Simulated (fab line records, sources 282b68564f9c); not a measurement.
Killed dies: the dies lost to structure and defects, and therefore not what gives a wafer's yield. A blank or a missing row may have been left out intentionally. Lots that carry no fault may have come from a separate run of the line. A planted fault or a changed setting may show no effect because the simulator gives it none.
Comparing a struck lot with a sound one / flow ritCmos / 10 out of 202 route steps
Sound: wafers L456.1, L456.3, L456.6. Wafers L451.3, L451.4, L451.5 were the ones struck. The cause is named last.
Order at every step that has rows: each side's tool, ch and its chambers, its first start. Under that, the readings that differ: sound wafers / struck wafers / difference of the means / sigmas: that difference in standard deviations of wafers without a fault.
alike: readings whose means differ by less than 2 such deviations, and words and numbers that are the same on both sides. not compared: withheld readings, readings that some wafer has no value for, bounds like >300 that may hide the same value, and numbers for which the record gives no deviation and whose values overlap.
Wherever a step has rows on one side only, a row that says differs or no value, or a row with sigmas, the two part there. Numbers that don't overlap but have no deviation are shown without sigmas and don't part them. Lack of a reading on every wafer of one side parts them only where that side has two or more wafers.

RIT_ACTIVE_BOW_MEAS_00:
  struck on filmMetro-01, day 3 07:02; sound on filmMetro-01, day 4 08:00
  alike: INCOMING_BOW
then, 1 step without rows for these wafers: RIT_ACTIVE_OXIDATION_01 (target thk 46.8 nm, ox time 3360 s).
RIT_ACTIVE_THK_MEAS_02:
  struck on filmMetro-01, day 3 09:04; sound on filmMetro-03, day 4 10:03
  alike: ACTIVE_OXIDE_THK
then, 1 step without rows for these wafers: RIT_ACTIVE_CVD_03 (deposits Si3N4 from SiH2Cl2/NH3, target thk 150 nm, time 1500 s).
RIT_ACTIVE_THK_MEAS_04:
  struck on filmMetro-02, day 3 10:33; sound on filmMetro-02, day 4 11:32
  alike: ACTIVE_NITRIDE_THK
then, 3 steps without rows for these wafers: RIT_ACTIVE_HMDS_05 (prime time 60 s); RIT_ACTIVE_COAT_06 (resist thk 1000 nm); RIT_ACTIVE_SOFTBAKE_07 (time 60 s).
RIT_ACTIVE_EXPOSE_08: exposes mask M1, target cd 1400 nm.
  struck on ilineStepper-01, day 3 11:05; sound on ilineStepper-02 ch 0, day 4 12:02
  no value came back on the struck wafers for exposureDoseMJCm2, focusOffsetNm (nm); on the sound wafers exposureDoseMJCm2 reads 224.76 224.55 224.90
  alike: mask
after that, 1 step had no rows for these wafers: RIT_ACTIVE_PEB_09.

## WHERE THEY PART
Within this record, at RIT_ACTIVE_EXPOSE_08 only.

WHY: what had been put in by the simulator
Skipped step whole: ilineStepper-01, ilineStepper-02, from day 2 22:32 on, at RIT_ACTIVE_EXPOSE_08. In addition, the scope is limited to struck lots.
